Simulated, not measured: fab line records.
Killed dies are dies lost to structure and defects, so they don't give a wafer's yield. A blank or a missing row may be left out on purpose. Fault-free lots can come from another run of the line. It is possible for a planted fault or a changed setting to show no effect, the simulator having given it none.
A lot that was struck, set against a sound lot ; flow rit_cmos ; 14 out of 202 route steps
Sound: the wafers L215.1, L215.2, L215.6. Wafers L223.3, L223.4, L223.6 were the ones struck. The cause comes at the end.
Per side, at each step with rows, come the tool, then ch with its chambers, and then its first start. Under that, the readings that differ: sound wafers ; struck wafers ; difference of the means ; sigmas: that difference in standard deviations of wafers without a fault.
alike: a reading whose means differ by less than 2 such deviations, as well as words and numbers matching on both sides. not compared: withheld readings; readings where some wafer has no value; bounds like >300 that might hide an equal value; numbers whose values overlap and for which the record gives no deviation.
A row with sigmas, a row that says differs or no value, or rows on one side alone: a step with any of these is where the two part. Numbers that don't overlap but have no deviation are shown without sigmas and don't part them. Lack of a reading on every wafer of one side parts them only where that side has two or more wafers.

RIT_SILICIDE_RTA_06: time 10 s, ramp up 5 s, ramp down 10 s.
  sound on rtp_anneal-02 ch 0, day 4 14:07; struck on rtp_anneal-02 ch 0, day 6 08:37
  alike: wafer_temp_C_max
RIT_CONTACT_CVD_00: deposits SiO2 from TEOS, target thk 400 nm, time 61 s.
  sound on pecvd-04 ch 0,1,2, day 4 14:10; struck on pecvd-02 ch 0,1, day 6 08:40
  alike: heater_power_w
RIT_CONTACT_THK_MEAS_01:
  sound: film_metro-03 at day 4 14:14; struck: film_metro-03 at day 6 08:44
  alike: CONTACT_TEOS_THK
then, 6 steps without rows for these wafers: RIT_CONTACT_HMDS_02 (prime time 60 s); RIT_CONTACT_COAT_03 (resist thk 1000 nm); RIT_CONTACT_SOFTBAKE_04 (time 60 s); RIT_CONTACT_EXPOSE_05 (exposes mask M11, target cd 1000 nm); RIT_CONTACT_PEB_06; RIT_CONTACT_DEVELOP_07 (develop time 123.9 s).
RIT_CONTACT_CD_MEAS_08: the cd target is 1000 nm.
  sound: cd_sem-02 at day 4 15:15; struck: cd_sem-01 at day 6 09:54
  alike: cd_nm
RIT_CONTACT_OVL_MEAS_09:
  sound: overlay-02 at day 4 15:22; struck: overlay-01 at day 6 09:59
  alike: CONTACT_OVL
then, 1 step without rows for these wafers: RIT_CONTACT_HARDBAKE_10 (time 60 s).
RIT_CONTACT_ETCH_11: etches SiO2 in CHF3/CF4/Ar, stops on TiSi2, target depth 480 nm, time 320 s.
  sound on rie_diel-03 ch 0,2, day 4 15:34; struck on rie_diel-03 ch 0,1,2, day 6 10:10
reading;sound;struck;difference;sigmas
model.NOVOLAK_of_CONTACT_COAT_03.thk_nm (nm);773.3 774.2 772.8;784.6 785.4 785.2;+11.6;
  alike: O2_flow_sccm, drypump_motor_current_A, oes_product_au, throttle_valve_pct
  not compared: rf_hours_counter_h
RIT_CONTACT_STRIP_12: strips in O2, time 180 s.
  sound on plasma_asher-01 ch 0,1, day 4 15:45; struck on plasma_asher-01 ch 0,1, day 6 10:25
  alike: drypump_motor_current_A, rf_refl_power_W
  not compared: rf_hours_counter_h

## WHERE THEY PART
Nowhere in this record.

WHY: the cause the simulator had injected
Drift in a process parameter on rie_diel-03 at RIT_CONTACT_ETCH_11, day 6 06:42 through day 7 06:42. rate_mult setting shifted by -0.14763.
